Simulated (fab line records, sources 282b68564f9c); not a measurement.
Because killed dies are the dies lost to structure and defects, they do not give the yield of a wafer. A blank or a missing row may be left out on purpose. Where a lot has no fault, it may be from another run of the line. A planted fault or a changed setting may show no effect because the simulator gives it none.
One fault through the eyes of 2 desks :: flow rit_cmos :: each desk has only its own numbers; what lay behind them comes last

== DESK OF THE TOOL OWNER: pecvd-03 ==
The tool's own readings at RIT_CONTACT_CVD_00 (deposits SiO2 from TEOS, target thk 400 nm, time 61 s): means of the sampled wafers that have a number, for each lot that ran on this tool. The brackets show how far a lot's mean lies from the usual mean; more than 4 standard deviations puts the lot out of limits, marked OUT.
Columns: A = heater_power_w at RIT_CONTACT_CVD_00, usual 337 W; B = rf_fwd_power_W at RIT_CONTACT_CVD_00, usual 396.9 W
lot: L867
first seen here: day 3 14:14
A: 370
B: 397.0

lot: L870
first seen here: day 4 06:38
A: 356
B: 396.7

lot: L873
first seen here: day 4 20:17
A: 308
B: 379.8 (-11) OUT

lot: L876
first seen here: day 5 15:49
A: 345
B: 380.8 (-11) OUT
This desk's finding: out of limits on L873, L876; first on L873, day 4 20:17 (rf_fwd_power_W at RIT_CONTACT_CVD_00). Within limits: L867, L870.

== FROM THE METROLOGY DESK ==
What the gauges read, lot by lot, whatever tool the lot ran on: means of the sampled wafers that have a number. The brackets show how far a lot's mean lies from the usual mean; more than 4 standard deviations puts the lot out of limits, marked OUT.
Columns: A = CONTACT_TEOS_THK at RIT_CONTACT_THK_MEAS_01, usual 401 nm
lot: L865
first seen here: day 3 07:54
A: 400

lot: L866
first seen here: day 3 10:47
A: 401

lot: L867
first seen here: day 3 14:17
A: 391

lot: L868
first seen here: day 3 18:03
A: 405

lot: L869
first seen here: day 4 00:28
A: 400

lot: L870
first seen here: day 4 06:41
A: 404

lot: L873
first seen here: day 4 20:20
A: 388

lot: L876
first seen here: day 5 15:52
A: 400

lot: L880
first seen here: day 6 08:07
A: 402

lot: L881
first seen here: day 6 13:07
A: 395

lot: L884
first seen here: day 7 04:05
A: 397

lot: L883
first seen here: day 7 04:48
A: 406

lot: L886
first seen here: day 7 23:31
A: 403

lot: L888
first seen here: day 8 02:13
A: 398
This desk's verdict: no lot among the 14 shows anything out of limits.

== TAKEN TOGETHER ==
The tool owner's desk had the chance to raise an alarm at day 4 20:17 on L873, L876.
Nothing out of limits was seen by the metrology desk.
The metrology desk has L873, L876 on record, within its limits.
The lots listed all ran RIT_CONTACT_CVD_00 on pecvd-03.

== WHAT WAS PUT IN BY THE SIMULATOR ==
pecvd-03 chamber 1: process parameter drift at RIT_CONTACT_CVD_00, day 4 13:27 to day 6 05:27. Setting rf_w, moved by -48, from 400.
Struck lots among those shown: L873, L876.
How many hours passed from the start of the fault until each desk's first out-of-limits reading: the tool owner's desk, 7.
